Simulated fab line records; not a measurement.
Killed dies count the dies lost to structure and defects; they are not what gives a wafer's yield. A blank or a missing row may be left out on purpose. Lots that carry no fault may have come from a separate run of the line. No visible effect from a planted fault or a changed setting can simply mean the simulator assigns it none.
Split-lot trial -- flow berkeley cmos170 -- on a route of 331 steps: 5 lots, 23 wafers read

SPLIT DETAILS
At UCB170_SDANNEAL_RTA_01 (time 5 s), the setting time s was moved away from the recipe's 5 s on 8 of the 23 wafers read, by -5.9% to +10.1%. The other wafers ran this setting at the recipe's value.

No step appears in the file between the split and the reading.

THE READING
At UCB170_SDANNEAL_RS_MEAS_02, a four-point-probe measurement gives PSD_RS in ohm/sq. Typical for fault-free wafers on this fab line: 75.5 ohm/sq, with standard deviation 0.31 ohm/sq.

wafer,"tool, chamber at the split","time s as run, s",against the recipe,"PSD_RS, ohm/sq",against lot-mates on the recipe
L075.2,"rtp anneal-02, 0",5.322,+6.4%,74.7,-1.0
L075.3,"rtp anneal-02, 0",5.322,+6.4%,74.8,-1.0
L075.4,"rtp anneal-02, 0",5,recipe,75.8,-
L075.5,"rtp anneal-02, 0",5,recipe,75.7,-
L075.6,"rtp anneal-02, 0",5.322,+6.4%,74.6,-1.2
L078.1,"rtp anneal-01, 0",4.706,-5.9%,76.5,+1.1
L078.2,"rtp anneal-01, 0",4.706,-5.9%,76.7,+1.3
L078.3,"rtp anneal-01, 0",5,recipe,75.5,-
L078.4,"rtp anneal-01, 0",5,recipe,75.4,-
L078.5,"rtp anneal-01, 0",5,recipe,75.2,-
L081.1,"rtp anneal-02, 0",5.505,+10.1%,74.3,-1.5
L081.2,"rtp anneal-02, 0",5,recipe,75.6,-
L081.3,"rtp anneal-02, 0",5,recipe,75.9,-
L081.5,"rtp anneal-02, 0",5.505,+10.1%,74.1,-1.7
L081.6,"rtp anneal-02, 0",5.505,+10.1%,74.3,-1.5
L080.1,"rtp anneal-02, 0",5,recipe,75.6,-
L080.2,"rtp anneal-02, 0",5,recipe,75.3,-
L080.3,"rtp anneal-02, 0",5,recipe,75.7,-
L080.5,"rtp anneal-02, 0",5,recipe,75.5,-
L080.6,"rtp anneal-02, 0",5,recipe,75.3,-
L082.1,"rtp anneal-02, 0",5,recipe,75.2,-
L082.2,"rtp anneal-02, 0",5,recipe,75.3,-
L082.6,"rtp anneal-02, 0",5,recipe,75.1,-

FIT RESULTS
A straight line over all 23 wafers: PSD_RS changes by -0.136 ohm/sq for each +1% of time s; r = -0.94; the points scatter about the line by 0.23 ohm/sq.
The same after taking each lot's own level away (the mean of its wafers on the recipe; 23 wafers): -0.165 ohm/sq for each +1%; r = -0.98; scatter 0.15 ohm/sq.
That fit puts the effect of the largest move of time s on the reading at 1.7 ohm/sq.
The lots' own levels span 75.20 to 75.75 ohm/sq, that is 1.8 times the standard deviation above.
Hence the slope depends on the lot-to-lot level, as the two fits are not the same.
Check: -1.67 ohm/sq against its lot-mates is what the line predicts for one of the wafers moved furthest among these (+10.1%) when that wafer is left out of the fit. Against them it came out at -1.45 ohm/sq.

OTHER SPLITS ON THESE WAFERS
Note: prior to the reading, these wafers also went through further splits. Each is held against what the fit with the lots' levels taken away leaves over:
other split on the same wafers,wafers away from the commonest value,r with PSD_RS (lot level and that fit taken away)
UCB170_ZERO_ETCH_06 over etch frac,11,-0.25
UCB170_PWELL_IMPLANT_15 energy kev,5,+0.35
UCB170_ACTIVE_EXPOSE_10 dose mj,10,+0.16
UCB170_FIELD_OXIDATION_01 temp c,13,-0.27
UCB170_FIELD_WET_ETCH_04 time s,15,+0.27
UCB170_PVT_COAT_01 resist thk nm,5,-0.20
UCB170_GATE_CVD_04 time s,18,-0.18
UCB170_NSD_EXPOSE_03 dose mj,7,-0.41
UCB170_NSD_IMPLANT_08 energy kev,7,+0.14

THE FILE'S OWN FIT
PSD_RS changes by -0.162 ohm/sq for each +1% of time s, r = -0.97.
